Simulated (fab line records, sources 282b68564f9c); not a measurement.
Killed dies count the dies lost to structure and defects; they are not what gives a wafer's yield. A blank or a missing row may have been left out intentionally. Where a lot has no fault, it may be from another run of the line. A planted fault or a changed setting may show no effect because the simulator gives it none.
Tool commonality check | flow rit cmos | Lots sampled 15, wafers sampled 45

== WHY THIS WAS OPENED ==
Of 15 lots, 3 have the reading PSD_OVL flagged at RIT_PSD_OVL_MEAS_06. No-fault wafers: -0.9 nm, standard deviation 1.4.
Rule: a lot is flagged in two cases, either no wafer of it has a number, or all its wafers with numbers fall more than 4 standard deviations from that mean. As for the other lots, they are considered sound.

lot  | measured    | on         | PSD_OVL (nm), wafer by wafer | flag
L987 | day 3 18:43 | overlay-01 | 0.3 -1.6 -1.1                |
L988 | day 4 01:43 | overlay-01 | -4.5 -0.4 -1.0               |
L989 | day 4 19:43 | overlay-02 | -0.2 -1.4 -1.3               |
L990 | day 4 19:50 | overlay-02 | -1.9 0.1 -1.3                |
L991 | day 5 02:55 | overlay-02 | -3.5 -2.1 -1.3               |
L993 | day 5 03:13 | overlay-02 | -1.1 1.5 0.1                 |
L992 | day 5 16:21 | overlay-02 | -0.6 0.7 0.3                 |
L996 | day 5 17:13 | overlay-02 | -0.1 -0.1 -0.5               |
L997 | day 6 06:55 | overlay-01 | 0.7 0.7 -0.3                 |
L100 | day 6 19:00 | overlay-02 | -151.0 -152.8 -152.9         | FLAGGED
L102 | day 6 21:49 | overlay-01 | -151.2 -149.7 -150.9         | FLAGGED
L103 | day 7 02:05 | overlay-01 | -149.9 -149.2 -147.7         | FLAGGED
L106 | day 7 10:36 | overlay-01 | -2.7 -2.0 -1.4               |
L109 | day 7 22:28 | overlay-02 | -1.8 -2.4 -3.0               |
L110 | day 8 01:00 | overlay-02 | -2.1 -1.4 -1.5               |
Averaged over the flagged lots the numbers come to -150.6 nm, -149.7 nm from the usual (-99 or more standard deviations).

== LOT BY LOT: THE TOOL USED ==
The record holds 1 process step before the reading, out of a route of 202 steps. Read each cell as the tool, then ch plus the chambers that the sampled wafers visited, then the start.
lot  | flag    | RIT_PSD_EXPOSE_03
L987 |         | iline stepper-02 ch 0, day 3 18:17
L988 |         | iline stepper-01 ch 0, day 4 01:20
L989 |         | iline stepper-02 ch 0, day 4 19:22
L990 |         | iline stepper-02 ch 0, day 4 19:28
L991 |         | iline stepper-02 ch 0, day 5 02:17
L993 |         | iline stepper-02 ch 0, day 5 02:25
L992 |         | iline stepper-01 ch 0, day 5 15:48
L996 |         | iline stepper-01 ch 0, day 5 16:39
L997 |         | iline stepper-01 ch 0, day 6 06:31
L100 | FLAGGED | iline stepper-02 ch 0, day 6 18:31
L102 | FLAGGED | iline stepper-02 ch 0, day 6 21:26
L103 | FLAGGED | iline stepper-02 ch 0, day 7 01:41
L106 |         | iline stepper-01 ch 0, day 7 10:13
L109 |         | iline stepper-01 ch 0, day 7 22:05
L110 |         | iline stepper-01 ch 0, day 8 00:36
What is done by these steps:
- RIT_PSD_EXPOSE_03: exposes mask M10, target cd 40900 nm.
- RIT_PSD_OVL_MEAS_06

== FLAGGED OVER TOTAL, TOOL BY TOOL (the gauges that took the reading come last) ==
step                | tool             | lots run | flagged | share of the flagged lots | sound lots run after its first flagged lot
RIT_PSD_EXPOSE_03   | iline stepper-01 | 7        | 0       | none                      | -
RIT_PSD_EXPOSE_03   | iline stepper-02 | 8        | 3       | all                       | 0
RIT_PSD_OVL_MEAS_06 | overlay-01       | 6        | 2       | some                      | 1 (L106)
RIT_PSD_OVL_MEAS_06 | overlay-02       | 9        | 1       | some                      | 2 (L109,L110)

== WHAT THE TABLE ALLOWS ==
All flagged lots share 1 row of the table, namely iline stepper-02 at RIT_PSD_EXPOSE_03.
- iline stepper-02 at RIT_PSD_EXPOSE_03: 3 of its 8 lots flagged. Its last sound lot is L993 (day 5 02:25), its first flagged lot L100 (day 6 18:31): a fault that began between those two fits.
Left over: one tool, iline stepper-02 at RIT_PSD_EXPOSE_03.

== WHAT WAS PUT IN BY THE SIMULATOR ==
Scanner matching overlay: iline stepper-02, from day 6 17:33 on, at RIT_PSD_EXPOSE_03. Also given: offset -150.
Shown lots that were struck: L100, L102, L103. The rule above found the same.
